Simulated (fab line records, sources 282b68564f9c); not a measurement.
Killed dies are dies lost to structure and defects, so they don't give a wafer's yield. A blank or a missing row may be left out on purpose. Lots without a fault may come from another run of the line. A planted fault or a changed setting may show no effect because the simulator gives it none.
fab line records | flow rit_cmos
record lots=6 wafers=18 last_day=6
route steps=202 shown GATE@89 REOX@98 NLDD@103 PLDD@114 SPACER@125 SDANNEAL@155 M1@202
lots that met no fault: from a run of the same line without faults
start_h: hours from the record's first day to the start of the lot's first wafer shown | wait_h: hours since the lot's step before | " the same as in the row above | L1.1+2: a row that stands for several wafers | - no value, or no start given | * or withheld: withheld | < > ~ a bound
route shown NAME@n: a module of which the file shows steps, and the number in the route of the first | usual: mean/standard deviation of fault-free wafers | same: alike in all rows | chamber/n: place in a boat | sites: the reading at each site | _std_site: their standard deviation | _edge_site: outer sites' mean less inner sites' | radius_mm: how far each site lies from the wafer's centre | mask NAME#n: copy n | behind: the tool/chamber that last shaped the wafer | hold: why the lot was held/for how many hours/how that ended | device: the transistor (n, p or np) that didn't switch | end of line: the same wafers' tests at the end of the route | a step without rows: its recipe alone | killed: dies lost to structure and defects at the first sort, not the wafer's yield | map: a wafer's dies, x killed, . not, _ none there
set.NAME: the setting as run; set.NAME@STEP: as run at that earlier step | model.NAME: the simulator's own value behind a step, which no gauge read
lots at some steps of the route; a table a step, a row a wafer
services: from which hour (start_h, from the record's first day; less than 0 if before it) a tool's chamber was out of use, for how many hours, and why
## steps
# step RIT_GATE_EXPOSE_13
# recipe mask_id=M6 na=0.6 source_shape=conventional sigma_outer=0.6 target_cd_nm=150 dose_mj=380
# step RIT_GATE_PEB_14
# recipe resist=NOVOLAK temp_c=withheld time_s=withheld
# step RIT_GATE_DEVELOP_15
# recipe resist=NOVOLAK develop_time_s=50 dev_temp_c=23
# step RIT_GATE_CD_MEAS_16
# recipe target_cd_nm=150
# usual cd_nm=149/3.4
# columns lot.wafer tool chamber start_h wait_h cd_nm
L474.1 cd_sem-01 - 46.52 - 152
L474.3 " - " " 150
L474.5 " - " " 153
L482.1 cd_sem-02 - 84.67 - 152
L482.2 " - " " 155
L482.6 " - " " 152
L484.1 cd_sem-02 - 89.78 - 147
L484.2 " - " " 149
L484.3 " - " " 151
L486.1 cd_sem-01 - 102.63 - 145
L486.4 " - " " 144
L486.6 " - " " 144
L488.1 cd_sem-02 - 108.04 - 152
L488.5 " - " " 154
L488.6 " - " " 155
L489.1 cd_sem-02 - 117.92 - 145
L489.3 " - " " 147
L489.5 " - " " 146
# step RIT_GATE_OVL_MEAS_17
# usual GATE_OVL=-0.4/1.5
# columns lot.wafer tool chamber start_h wait_h GATE_OVL[nm]
L474.1 overlay-01 - 46.64 0.1 -1.0
L474.3 " - " " -2.2
L474.5 " - " " -2.1
L482.1 overlay-02 - 84.79 0.1 0.1
L482.2 " - " " 0.6
L482.6 " - " " 0.3
L484.1 overlay-02 - 89.90 0.1 0.8
L484.2 " - " " 1.3
L484.3 " - " " -0.5
L486.1 overlay-01 - 102.75 0.1 1.2
L486.4 " - " " 0.2
L486.6 " - " " -2.3
L488.1 overlay-02 - 108.16 0.1 -0.2
L488.5 " - " " -0.3
L488.6 " - " " -1.3
L489.1 overlay-02 - 118.04 0.1 1.3
L489.3 " - " " 1.7
L489.5 " - " " 1.9
# step RIT_GATE_HARDBAKE_18
# recipe resist=NOVOLAK temp_c=140 time_s=60
# step RIT_GATE_ETCH_19
# recipe chemistry=SF6/CHF3/O2 time_s=165 SF6_flow_sccm=30 CHF3_flow_sccm=30 O2_flow_sccm=5 target=poly-Si pressure_mtorr=40 rf_w=160 target_depth_a=3125 over_etch_frac=0.25 stop_on=SiO2
# usual drypump_motor_current_A=5.89/0.3 oes_product_au=0.852/0.014 rf_fwd_power_W=159.4/0.48 throttle_valve_pct=10.28/0.12
# columns lot.wafer tool chamber start_h wait_h drypump_motor_current_A oes_product_au rf_fwd_power_W rf_hours_counter_h throttle_valve_pct
L474.1 rie_si-02 1 46.82 0.1 5.57 0.850 159.7 2 10.44
L474.3 " 3 " " 6.21 0.866 159.9 41 10.38
L474.5 " 3 " " 6.21 0.850 159.3 - 10.37
L482.1 rie_si-02 3 84.98 0.1 6.22 0.839 158.6 41 10.39
L482.2 " 2 " " 6.00 0.856 159.8 27 10.13
L482.6 " 1 " " 5.60 0.842 159.2 - 10.46
L484.1 rie_si-02 1 90.09 0.1 5.58 0.860 159.2 2 10.46
L484.2 " 2 " " 6.02 0.869 160.3 27 10.13
L484.3 " 0 " " 5.88 0.852 160.4 116 10.09
L486.1 rie_si-02 1 102.94 0.1 5.56 0.854 159.5 2 10.45
L486.4 " 0 " " 5.88 0.867 159.0 116 10.08
L486.6 " 3 " " 6.22 0.870 160.0 - 10.37
L488.1 rie_si-02 2 108.44 0.1 6.03 0.860 159.8 27 10.11
L488.5 " 3 " " 6.21 0.857 158.3 - 10.38
L488.6 " 2 " " 6.02 0.883 159.8 - 10.12
L489.1 rie_si-01 2 118.22 0.1 6.30 0.865 159.6 64 10.30
L489.3 " 0 " " 5.30 0.819 158.8 142 10.39
L489.5 " 0 " " 5.28 0.823 159.1 - 10.39
# step RIT_GATE_STRIP_20
# recipe chemistry=O2 time_s=180 resist=NOVOLAK platen_temp_c=withheld power_w=500 pressure_mtorr=4000 o2_flow_sccm=4000
# usual drypump_motor_current_A=5.8/0.35 o2_flow_sccm=4000/12
# columns lot.wafer tool chamber start_h wait_h drypump_motor_current_A o2_flow_sccm rf_hours_counter_h
L474.1 plasma_asher-04 1 46.93 0.1 5.2 3998 40
L474.3 " 0 " " 5.7 3991 -
L474.5 " 1 " " 5.2 3985 -
L482.1 plasma_asher-02 1 85.08 0.1 6.0 3996 28
L482.2 " 0 " " 6.3 3989 28
L482.6 " 1 " " 6.0 4008 -
L484.1 plasma_asher-04 1 90.19 0.1 5.2 4011 45
L484.2 " 0 " " 5.7 3993 45
L484.3 " 1 " " 5.2 3984 -
L486.1 plasma_asher-02 0 103.04 0.1 6.3 3985 30
L486.4 " 0 " " 6.3 4001 -
L486.6 " 1 " " 6.0 3991 -
L488.1 plasma_asher-04 0 108.55 0.1 5.7 3990 47
L488.5 " 1 " " 5.2 4003 -
L488.6 " 0 " " 5.7 3985 -
L489.1 plasma_asher-02 1 118.33 0.1 6.0 3989 32
L489.3 " 0 " " 6.3 3979 -
L489.5 " 1 " " 6.0 3980 -
# step RIT_GATE_CD_MEAS_90
# recipe target_cd_nm=150
# usual cd_nm=149/3.4
# columns lot.wafer tool chamber start_h wait_h cd_nm
L474.1 cd_sem-02 - 47.11 0.1 152
L474.3 " - " " 150
L474.5 " - " " 152
L482.1 cd_sem-02 - 85.26 0.1 152
L482.2 " - " " 154
L482.6 " - " " 151
L484.1 cd_sem-02 - 90.37 0.1 147
L484.2 " - " " 149
L484.3 " - " " 151
L486.1 cd_sem-02 - 103.22 0.1 145
L486.4 " - " " 144
L486.6 " - " " 144
L488.1 cd_sem-02 - 108.72 0.1 152
L488.5 " - " " 153
L488.6 " - " " 156
L489.1 cd_sem-01 - 118.51 0.1 145
L489.3 " - " " 147
L489.5 " - " " 146
# step RIT_REOX_CLEAN_00
# recipe chemistry=SC1 mix=3:3:50 time_s=600 temp_c=75
# step RIT_REOX_CLEAN_01
# recipe chemistry=dHF dilution=50:1 time_s=30
# step RIT_REOX_CLEAN_02
# recipe chemistry=SC2 mix=3:3:50 time_s=600 temp_c=75 dry=n2_spin
# step RIT_REOX_OXIDATION_03
# recipe temp_c=900 ambient=O2 target_thk_a=252 ox_time_s=5580
# usual spike_tc_source_C=925.1/2.4
# columns lot.wafer tool chamber start_h wait_h spike_tc_source_C model.SiO2_of_REOX_OXIDATION_03.thk_nm model.poly-Si_of_GATE_CVD_08.thk_nm
L474.1 furnace-03 0 48.47 0.7 926.1 25.06 231.5
L474.3 " 0 " " 923.9 24.8 233
L474.5 " 0 " " 924.4 25.5 233.8
L482.1 furnace-03 0 85.81 0.0 925.4 14.63 232.1
L482.2 " 0 " " 925.6 14.48 230.6
L482.6 " 0 " " 922.6 14.45 234.3
L484.1 furnace-03 0 90.92 0.0 924.8 13.58 239.3
L484.2 " 0 " " 925.5 13.94 237.4
L484.3 " 0 " " 923.6 13.61 237.5
L486.1 furnace-04 0 104.29 0.6 929.1 25.05 235
L486.4 " 0 " " 928.9 24.87 235.9
L486.6 " 0 " " 930.0 24.5 237.3
L488.1 furnace-01 0 109.24 0.0 923.5 25.58 233.4
L488.5 " 0 " " 922.5 25.62 234.9
L488.6 " 0 " " 922.3 26.17 234.3
L489.1 furnace-04 0 119.41 0.0 927.8 23.96 232.7
L489.3 " 0 " " 928.3 24.51 233.2
L489.5 " 0 " " 929.3 24.74 233.7
# step RIT_REOX_THK_MEAS_04
# recipe reads=SiO2_of_REOX_OXIDATION_03
# usual REOX_OXIDE_THK=24.9/0.57
# columns lot.wafer tool chamber start_h wait_h REOX_OXIDE_THK[nm]
L474.1 film_metro-03 - 51.02 0.0 25.1
L474.3 " - " " 24.8
L474.5 " - " " 25.5
L482.1 film_metro-01 - 88.36 0.0 14.6
L482.2 " - " " 14.5
L482.6 " - " " 14.5
L484.1 film_metro-02 - 93.47 0.0 13.6
L484.2 " - " " 13.9
L484.3 " - " " 13.6
L486.1 film_metro-03 - 106.84 0.0 25.1
L486.4 " - " " 24.9
L486.6 " - " " 24.5
L488.1 film_metro-03 - 111.79 0.0 25.6
L488.5 " - " " 25.6
L488.6 " - " " 26.2
L489.1 film_metro-03 - 121.96 0.0 24.0
L489.3 " - " " 24.5
L489.5 " - " " 24.8
# step RIT_NLDD_HMDS_00
# recipe prime_time_s=60 prime_temp_c=140
# step RIT_NLDD_COAT_01
# recipe resist=NOVOLAK spin_rpm=3250 resist_thk_nm=1000
# step RIT_NLDD_SOFTBAKE_02
# recipe resist=NOVOLAK temp_c=90 time_s=60
# step RIT_NLDD_EXPOSE_03
# recipe mask_id=M7 na=0.57 target_cd_nm=40700 dose_mj=250
# step RIT_NLDD_PEB_04
# recipe resist=NOVOLAK temp_c=withheld time_s=withheld
# step RIT_NLDD_DEVELOP_05
# recipe resist=NOVOLAK develop_time_s=50 dev_temp_c=23
# step RIT_NLDD_OVL_MEAS_06
# usual NLDD_OVL=-0.3/1.4
# columns lot.wafer tool chamber start_h wait_h NLDD_OVL[nm]
L474.1 overlay-01 - 52.05 - 0.8
L474.3 " - " " -2.4
L474.5 " - " " -2.4
L482.1 overlay-02 - 89.32 - -2.9
L482.2 " - " " -0.5
L482.6 " - " " -2.1
L484.1 overlay-01 - 94.38 - -1.3
L484.2 " - " " -1.0
L484.3 " - " " -0.4
L486.1 overlay-01 - 108.32 - -2.1
L486.4 " - " " 0.9
L486.6 " - " " 0.6
L488.1 overlay-01 - 112.83 - -1.6
L488.5 " - " " -1.9
L488.6 " - " " -0.9
L489.1 overlay-01 - 123.09 - 0.9
L489.3 " - " " -1.1
L489.5 " - " " 1.0
# step RIT_NLDD_HARDBAKE_07
# recipe resist=NOVOLAK temp_c=140 time_s=60
# step RIT_NLDD_IMPLANT_08
# recipe species=P energy_kev=20 dose_cm2=5e+14 tilt_deg=7
# step RIT_NLDD_STRIP_09
# recipe chemistry=O2 time_s=180 resist=NOVOLAK platen_temp_c=withheld power_w=500 pressure_mtorr=4000 o2_flow_sccm=4000
# usual drypump_motor_current_A=5.88/0.23 o2_flow_sccm=4001/11
# columns lot.wafer tool chamber start_h wait_h drypump_motor_current_A o2_flow_sccm rf_hours_counter_h
L474.1 plasma_asher-02 1 52.39 0.1 5.97 4015 24
L474.3 " 0 " " 6.27 4001 -
L474.5 " 1 " " 5.92 3999 -
L482.1 plasma_asher-02 0 89.66 0.1 6.24 4025 29
L482.2 " 1 " " 5.98 3994 29
L482.6 " 0 " " 6.22 4031 -
L484.1 plasma_asher-02 1 94.72 0.1 5.95 3993 29
L484.2 " 0 " " 6.25 4021 29
L484.3 " 1 " " 5.99 4006 -
L486.1 plasma_asher-02 0 108.65 0.1 6.25 3990 31
L486.4 " 1 " " 5.95 4018 -
L486.6 " 0 " " 6.25 3988 -
L488.1 plasma_asher-02 0 113.16 0.1 6.26 4005 31
L488.5 " 0 " " 6.27 3997 -
L488.6 " 1 " " 6.00 3982 -
L489.1 plasma_asher-01 0 123.43 0.1 5.66 4012 1
L489.3 " 1 " " 5.74 3989 -
L489.5 " 1 " " 5.72 4005 -
# step RIT_NLDD_TW_MEAS_10
# usual NLDD_TW=2471/11
# columns lot.wafer tool chamber start_h wait_h NLDD_TW
L474.1 film_metro-03 - 52.56 0.1 2476
L474.3 " - " " 2468
L474.5 " - " " 2466
L482.1 film_metro-04 - 89.83 0.1 2460
L482.2 " - " " 2455
L482.6 " - " " 2468
L484.1 film_metro-04 - 94.89 0.1 2470
L484.2 " - " " 2473
L484.3 " - " " 2471
L486.1 film_metro-04 - 108.83 0.1 2487
L486.4 " - " " 2467
L486.6 " - " " 2463
L488.1 film_metro-04 - 113.34 0.1 2468
L488.5 " - " " 2471
L488.6 " - " " 2471
L489.1 film_metro-03 - 123.60 0.1 2468
L489.3 " - " " 2470
L489.5 " - " " 2477
# step RIT_PLDD_HMDS_00
# recipe prime_time_s=60 prime_temp_c=140
# step RIT_PLDD_COAT_01
# recipe resist=NOVOLAK spin_rpm=3250 resist_thk_nm=1000
# step RIT_PLDD_SOFTBAKE_02
# recipe resist=NOVOLAK temp_c=90 time_s=60
# step RIT_PLDD_EXPOSE_03
# recipe mask_id=M8 na=0.57 target_cd_nm=40900 dose_mj=250
# step RIT_PLDD_PEB_04
# recipe resist=NOVOLAK temp_c=withheld time_s=withheld
# step RIT_PLDD_DEVELOP_05
# recipe resist=NOVOLAK develop_time_s=50 dev_temp_c=23
# step RIT_PLDD_OVL_MEAS_06
# usual PLDD_OVL=-0.5/1.3
# columns lot.wafer tool chamber start_h wait_h PLDD_OVL[nm]
L474.1 overlay-02 - 53.77 - 0.2
L474.3 " - " " -0.6
L474.5 " - " " -0.9
L482.1 overlay-02 - 90.87 - -0.1
L482.2 " - " " -0.5
L482.6 " - " " -1.1
L484.1 overlay-02 - 95.80 - 0.8
L484.2 " - " " -1.4
L484.3 " - " " 1.3
L486.1 overlay-01 - 109.86 - -0.1
L486.4 " - " " 0.7
L486.6 " - " " 1.3
L488.1 overlay-02 - 114.31 - -1.4
L488.5 " - " " -1.0
L488.6 " - " " 1.2
L489.1 overlay-01 - 124.59 - -0.2
L489.3 " - " " 0.0
L489.5 " - " " -0.8
# step RIT_PLDD_HARDBAKE_07
# recipe resist=NOVOLAK temp_c=140 time_s=60
# step RIT_PLDD_IMPLANT_08
# recipe species=BF2 energy_kev=20 dose_cm2=9e+14 tilt_deg=7
# step RIT_PLDD_STRIP_09
# recipe chemistry=O2 time_s=180 resist=NOVOLAK platen_temp_c=withheld power_w=500 pressure_mtorr=4000 o2_flow_sccm=4000
# usual drypump_motor_current_A=5.61/0.2 o2_flow_sccm=3999/11
# columns lot.wafer tool chamber start_h wait_h drypump_motor_current_A o2_flow_sccm rf_hours_counter_h
L474.1 plasma_asher-01 0 54.13 0.1 5.65 4017 40
L474.3 " 0 " " 5.65 4004 -
L474.5 " 1 " " 5.69 3998 -
L482.1 plasma_asher-04 0 91.20 0.1 5.72 3993 45
L482.2 " 1 " " 5.17 4016 45
L482.6 " 0 " " 5.72 3994 -
L484.1 plasma_asher-03 0 96.14 0.1 5.67 4009 47
L484.2 " 1 " " 5.73 3997 47
L484.3 " 1 " " 5.75 3997 -
L486.1 plasma_asher-03 0 110.20 0.1 5.70 4003 49
L486.4 " 0 " " 5.69 3997 -
L486.6 " 1 " " 5.72 3998 -
L488.1 plasma_asher-03 0 114.64 0.1 5.63 4002 50
L488.5 " 0 " " 5.66 4005 -
L488.6 " 1 " " 5.76 4009 -
L489.1 plasma_asher-03 0 124.93 0.1 5.68 4013 51
L489.3 " 1 " " 5.74 3990 -
L489.5 " 0 " " 5.68 4004 -
# step RIT_PLDD_TW_MEAS_10
# usual PLDD_TW=2330/9.3
# columns lot.wafer tool chamber start_h wait_h PLDD_TW
L474.1 film_metro-03 - 54.31 0.1 2323
L474.3 " - " " 2340
L474.5 " - " " 2322
L482.1 film_metro-04 - 91.38 0.1 2343
L482.2 " - " " 2321
L482.6 " - " " 2340
L484.1 film_metro-01 - 96.31 0.1 2326
L484.2 " - " " 2331
L484.3 " - " " 2335
L486.1 film_metro-04 - 110.37 0.1 2323
L486.4 " - " " 2329
L486.6 " - " " 2330
L488.1 film_metro-04 - 114.82 0.1 2330
L488.5 " - " " 2335
L488.6 " - " " 2332
L489.1 film_metro-03 - 125.10 0.1 2331
L489.3 " - " " 2335
L489.5 " - " " 2336
# step RIT_SPACER_CLEAN_00
# recipe chemistry=SC1 mix=3:3:50 time_s=600 temp_c=75
# columns lot.wafer tool chamber start_h wait_h model.SiO2_of_REOX_OXIDATION_03.thk_nm
L474.1 wet_bench-01 2 54.37 0.1 23.16
L474.3 " 2 " " 22.91
L474.5 " 2 " " 23.56
L482.1 wet_bench-03 3 91.44 0.1 13.51
L482.2 " 3 " " 13.37
L482.6 " 3 " " 13.33
L484.1 wet_bench-01 1 96.37 0.1 12.54
L484.2 " 1 " " 12.87
L484.3 " 1 " " 12.56
L486.1 wet_bench-03 3 110.43 0.1 23.12
L486.4 " 3 " " 22.95
L486.6 " 3 " " 22.6
L488.1 wet_bench-01 3 114.88 0.1 23.62
L488.5 " 3 " " 23.66
L488.6 " 3 " " 24.17
L489.1 wet_bench-01 2 125.16 0.1 22.11
L489.3 " 2 " " 22.62
L489.5 " 2 " " 22.82
# step RIT_SPACER_CLEAN_01
# recipe chemistry=dHF dilution=50:1 time_s=30
# step RIT_SPACER_CLEAN_02
# recipe chemistry=SC2 mix=3:3:50 time_s=600 temp_c=75 dry=n2_spin
# step RIT_SPACER_CVD_03
# recipe material=Si3N4 target_thk_nm=250 temp_c=810 precursor=SiH2Cl2/NH3 time_s=3300 pressure_mtorr=300 sih2cl2_flow_sccm=60 nh3_flow_sccm=150
# step RIT_SPACER_THK_MEAS_04
# recipe reads=Si3N4_of_SPACER_CVD_03
# usual SPACER_NITRIDE_THK=250.9/2.1
# columns lot.wafer tool chamber start_h wait_h SPACER_NITRIDE_THK[nm]
L474.1 film_metro-02 - 56.68 0.0 254.2
L474.3 " - " " 252.5
L474.5 " - " " 252.4
L482.1 film_metro-01 - 93.74 0.0 251.6
L482.2 " - " " 250.0
L482.6 " - " " 250.7
L484.1 film_metro-01 - 98.69 0.0 251.1
L484.2 " - " " 250.2
L484.3 " - " " 251.4
L486.1 film_metro-01 - 112.91 0.0 251.7
L486.4 " - " " 252.8
L486.6 " - " " 251.4
L488.1 film_metro-02 - 117.35 0.0 250.2
L488.5 " - " " 251.6
L488.6 " - " " 251.3
L489.1 film_metro-04 - 127.82 0.0 245.1
L489.3 " - " " 247.5
L489.5 " - " " 246.1
# step RIT_SPACER_ETCHBACK_05
# recipe target_depth_a=2500 SF6_flow_sccm=30 CHF3_flow_sccm=30 target=Si3N4 chemistry=SF6/CHF3 pressure_mtorr=40 rf_w=250 time_s=240 stop_on=SiO2
# usual drypump_motor_current_A=5.5/0.53 oes_product_au=0.845/0.013 rf_fwd_power_W=249.2/0.84 throttle_valve_pct=10.33/0.11
# columns lot.wafer tool chamber start_h wait_h drypump_motor_current_A oes_product_au rf_fwd_power_W rf_hours_counter_h throttle_valve_pct
L474.1 rie_diel-04 2 56.74 0.1 6.0 0.863 250.4 133 10.27
L474.3 " 3 " " 5.1 0.845 249.5 66 10.28
L474.5 " 1 " " 5.7 0.844 248.9 - 10.42
L482.1 rie_diel-04 1 93.80 0.1 5.6 0.832 250.5 8 10.43
L482.2 " 0 " " 6.5 0.854 248.9 137 10.30
L482.6 " 1 " " 5.6 0.831 249.4 - 10.43
L484.1 rie_diel-01 3 98.75 0.1 4.7 0.845 249.6 7 10.23
L484.2 " 0 " " 5.5 0.818 249.3 3 10.31
L484.3 " 1 " " 5.2 0.855 249.6 131 10.30
L486.1 rie_diel-04 3 112.97 0.1 5.1 0.845 249.2 67 10.27
L486.4 " 1 " " 5.6 0.833 250.3 8 10.42
L486.6 " 3 " " 5.2 0.857 249.8 - 10.27
L488.1 rie_diel-03 0 117.41 0.1 5.1 0.830 248.6 156 10.35
L488.5 " 3 " " 5.5 0.853 248.3 - 10.28
L488.6 " 0 " " 5.2 0.831 249.8 - 10.35
L489.1 rie_diel-03 2 127.88 0.1 6.6 0.824 249.7 0 10.55
L489.3 " 1 " " 5.3 0.850 249.6 84 10.58
L489.5 " 1 " " 5.3 0.856 248.7 - 10.57
# step RIT_SDANNEAL_CLEAN_02
# recipe chemistry=SC2 mix=3:3:50 time_s=600 temp_c=75 dry=n2_spin
# columns lot.wafer tool chamber start_h wait_h model.poly-Si_of_GATE_CVD_08.thk_nm
L474.1 wet_bench-04 3 60.35 0.0 157.8
L474.3 " 3 " " 162.2
L474.5 " 3 " " 165
L482.1 wet_bench-01 0 97.25 0.0 163
L482.2 " 0 " " 160.1
L482.6 " 0 " " 165.2
L484.1 wet_bench-01 1 102.62 0.0 168.2
L484.2 " 1 " " 168.4
L484.3 " 1 " " 168.5
L486.1 wet_bench-01 1 116.63 0.0 164.6
L486.4 " 1 " " 166.7
L486.6 " 1 " " 166
L488.1 wet_bench-04 2 121.07 0.0 163.5
L488.5 " 2 " " 163.3
L488.6 " 2 " " 164.3
L489.1 wet_bench-04 2 131.24 0.0 162.7
L489.3 " 2 " " 161.4
L489.5 " 2 " " 162.2
# step RIT_M1_PROBE_99
# usual killed_at_M0_to_M3=0.0/0.2 killed_at_contacts=0.1/0.31 killed_at_front_end=7/3 killed_dies=7/3 killed_on_rim=2.0/1.3 killed_open=3.8/2.1 killed_short=3.6/1.9
# same gross_dies=264 killed_at_M4_up=0 killed_at_back_side=0 killed_at_other=0
# columns lot.wafer tool chamber start_h wait_h killed_at_M0_to_M3 killed_at_contacts killed_at_front_end killed_dies killed_on_rim killed_open killed_short model.etest.pmos_turned.r_on_ohm_um model.etest.pmos_0p3.r_on_ohm_um model.etest.pmos_0p15.r_on_ohm_um model.etest.pldd.rs_ohm_sq model.etest.nldd.rs_ohm_sq model.etest.nmos_0p15.r_on_ohm_um model.etest.nmos_0p3.r_on_ohm_um model.etest.nmos_turned.drive_ua_um
L474.1 prober-01 - 67.86 0.1 0 1 5 6 1 4 2 3447 6251 2807 498.8 384.3 1208 2171 325
L474.3 prober-01 - 67.96 0.2 0 0 11 11 2 5 6 3351 6203 2733 486.3 374.4 1138 2144 328.8
L474.5 prober-01 - 68.06 0.2 0 0 3 3 0 0 3 3476 6260 2781 519.9 389.4 1130 2158 307.9
L482.1 prober-01 - 105.00 0.1 1 0 6 7 1 4 3 2616 5690 2217 255.4 246.8 992.4 2041 423.5
L482.2 prober-01 - 105.05 0.1 0 0 8 8 4 3 5 2766 5874 2385 253.7 246.2 1046 2088 412
L482.6 prober-01 - 105.25 0.2 0 0 7 7 2 5 2 2606 5626 2215 253.1 246.1 993.3 2034 426.5
L484.1 prober-01 - 111.80 0.1 0 0 5 5 1 2 3 2526 5550 2127 242 235.5 978.4 2025 448.9
L484.2 prober-01 - 111.85 0.1 0 0 5 5 2 2 3 2505 5500 2109 245.3 239.2 962.4 2005 438.6
L484.3 prober-01 - 111.90 0.2 0 0 8 8 3 4 4 2519 5482 2128 239.9 235.5 967.6 1992 434
L486.1 prober-01 - 125.09 0.1 0 0 7 7 2 5 2 3319 6408 2675 471.1 386.4 1124 2211 320.7
L486.4 prober-01 - 125.24 0.2 0 0 11 11 2 4 7 3196 6212 2578 466.6 385.8 1071 2125 329.1
L486.6 prober-01 - 125.34 0.2 0 0 6 6 2 4 2 3210 6166 2578 455.9 376 1098 2164 337.6
L488.1 prober-01 - 129.22 0.1 0 0 9 9 1 3 6 3553 6398 2868 526.9 386.6 1154 2178 312.5
L488.5 prober-01 - 129.42 0.2 0 0 8 8 1 2 6 3628 6435 2942 530 383.3 1196 2211 302.1
L488.6 prober-01 - 129.47 0.2 0 0 9 9 2 1 8 3764 6503 3020 565.8 398.1 1192 2209 289
L489.1 prober-02 - 139.01 0.1 0 1 10 11 2 9 2 3294 6231 2652 490.6 357.8 1090 2125 353.7
L489.3 prober-02 - 139.11 0.2 0 0 5 5 3 2 3 3440 6322 2752 514.5 367.2 1147 2156 334.7
L489.5 prober-02 - 139.21 0.2 0 0 14 14 5 8 6 3462 6325 2810 529.4 371.4 1143 2178 332.5
# killed by level:class
L474.1 SPACER:geometric_particle:open=3 REOX:geometric_particle:open=1 SPACER:geometric_particle:short=1 CONTACT:geometric_particle:short=1
L474.3 GATE:geometric_particle:short=3 REOX:geometric_particle:short=3 FOX2:geometric_particle:open=1 GATE:geometric_particle:open=1 REOX:geometric_particle:open=1 SPACER:geometric_particle:open=1 SILICIDE:geometric_particle:open=1
L474.5 FOX1:geometric_particle:short=1 FOX2:geometric_particle:short=1 GATE:geometric_particle:short=1
L482.1 GATE:geometric_particle:open=3 GATE:geometric_particle:short=2 SPACER:geometric_particle:open=1 M1:geometric_particle:short=1
L482.2 GATE:geometric_particle:short=2 REOX:geometric_particle:short=2 FOX1:geometric_particle:short=1 FOX2:geometric_particle:open=1 GATE:geometric_particle:open=1 REOX:geometric_particle:open=1
L482.6 FOX1:geometric_particle:open=1 FOX2:geometric_particle:short=1 FOX2:geometric_particle:open=1 GATE:geometric_particle:short=1 GATE:geometric_particle:open=1 REOX:geometric_particle:open=1 SPACER:geometric_particle:open=1
L484.1 SPACER:geometric_particle:short=2 REOX:geometric_particle:open=1 SPACER:geometric_particle:open=1 SILICIDE:geometric_particle:short=1
L484.2 ACTIVE:geometric_particle:open=1 FOX1:geometric_particle:short=1 REOX:geometric_particle:short=1 SILICIDE:geometric_particle:open=1 SILICIDE:geometric_particle:short=1
L484.3 FOX2:geometric_particle:short=2 FOX1:geometric_particle:open=1 FOX1:geometric_particle:short=1 GATE:geometric_particle:open=1 REOX:geometric_particle:open=1 SILICIDE:geometric_particle:short=1 SILICIDE:geometric_particle:open=1
L486.1 GATE:geometric_particle:open=3 REOX:geometric_particle:short=1 SPACER:geometric_particle:short=1 SPACER:geometric_particle:open=1 SILICIDE:geometric_particle:open=1
L486.4 GATE:geometric_particle:short=5 GATE:geometric_particle:open=3 FOX1:geometric_particle:open=1 FOX1:geometric_particle:short=1 REOX:geometric_particle:short=1
L486.6 GATE:geometric_particle:open=2 GATE:geometric_particle:short=2 FOX2:geometric_particle:open=1 SPACER:geometric_particle:open=1
L488.1 GATE:geometric_particle:open=3 GATE:geometric_particle:short=3 FOX1:geometric_particle:short=2 REOX:geometric_particle:short=1
L488.5 REOX:geometric_particle:short=3 FOX1:geometric_particle:open=1 FOX1:geometric_particle:short=1 REOX:geometric_particle:open=1 SPACER:geometric_particle:short=1 SILICIDE:geometric_particle:short=1
L488.6 GATE:geometric_particle:short=3 REOX:geometric_particle:short=3 FOX1:geometric_particle:short=1 GATE:geometric_particle:open=1 SPACER:geometric_particle:short=1
L489.1 GATE:geometric_particle:open=3 SPACER:geometric_particle:open=3 FOX1:geometric_particle:short=1 FOX2:geometric_particle:open=1 SPACER:geometric_particle:short=1 SILICIDE:geometric_particle:open=1 CONTACT:geometric_particle:open=1
L489.3 GATE:geometric_particle:open=2 REOX:geometric_particle:short=2 FOX2:geometric_particle:short=1
L489.5 GATE:geometric_particle:open=3 REOX:geometric_particle:short=2 SPACER:geometric_particle:short=2 SILICIDE:geometric_particle:open=2 FOX1:geometric_particle:open=1 FOX1:geometric_particle:short=1 FOX2:geometric_particle:short=1 FOX2:geometric_particle:open=1
## services
# columns tool chamber start_h hours kind
furnace-03 - 29.60 13.2 repair
rie_diel-04 1 45.30 9.2 repair
rie_diel-03 - 52.23 0.3 repair
rie_diel-04 - 55.87 0.1 repair
furnace-03 - 60.02 2.8 pm
rie_diel-04 2 60.95 3.0 repair
plasma_asher-04 - 63.69 2.8 pm
rie_diel-04 3 73.97 6.3 repair
plasma_asher-01 - 89.30 3.2 repair
rie_si-02 - 97.31 0.2 repair
rie_diel-03 2 101.33 - clean
rie_diel-03 2 101.33 17.3 scheduled_down
rie_diel-03 2 101.33 17.3 vent_cycle
rie_si-01 0 104.22 7.6 repair
plasma_asher-01 - 108.80 9.0 pm
plasma_asher-01 0 108.80 9.0 vent_cycle
plasma_asher-01 1 108.80 9.0 vent_cycle
rie_diel-04 2 114.54 8.5 repair
plasma_asher-01 0 117.80 - clean
plasma_asher-01 1 117.80 - clean
furnace-01 - 120.58 4.3 pm
rie_diel-03 - 121.34 2.8 pm
rie_diel-03 0 124.09 - clean
rie_diel-03 0 124.09 22.8 scheduled_down
## key
first_sign step=RIT_REOX_THK_MEAS_04 reading=REOX_OXIDE_THK direction=down sigmas=19 usual=24.9 struck=14.1
effect none on later readings
model_effect step=RIT_REOX_OXIDATION_03 value=SiO2_of_REOX_OXIDATION_03.thk_nm without=24.47 struck=14.12
model_effect step=RIT_SPACER_CLEAN_00 value=SiO2_of_REOX_OXIDATION_03.thk_nm without=22.59 struck=13.03
model_effect step=RIT_SDANNEAL_CLEAN_02 value=poly-Si_of_GATE_CVD_08.thk_nm without=160.4 struck=165.5
model_effect step=RIT_M1_PROBE_99 value=etest.pmos_turned.r_on_ohm_um without=3317 struck=2590
met_at RIT_REOX_OXIDATION_03
struck_wafers L482.1,L482.2,L482.6,L484.1,L484.2,L484.3
tester_left_out L482,L484
onset_between 48.47 85.81
fault kind=process_parameter_drift tool=furnace-03 chamber=- onset_h=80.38 steps=RIT_REOX_OXIDATION_03 channel=ox_time_s offset=* shape=step end_h=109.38 acts_in=* stated=*
# tester_left_out: of these lots the tester's yield and bins aren't shown, on N5 and GAA mostly nor the transistor test; their killed dies are dies lost to structure and defects alone, not to doping, threshold or leakage, so they don't give the yield
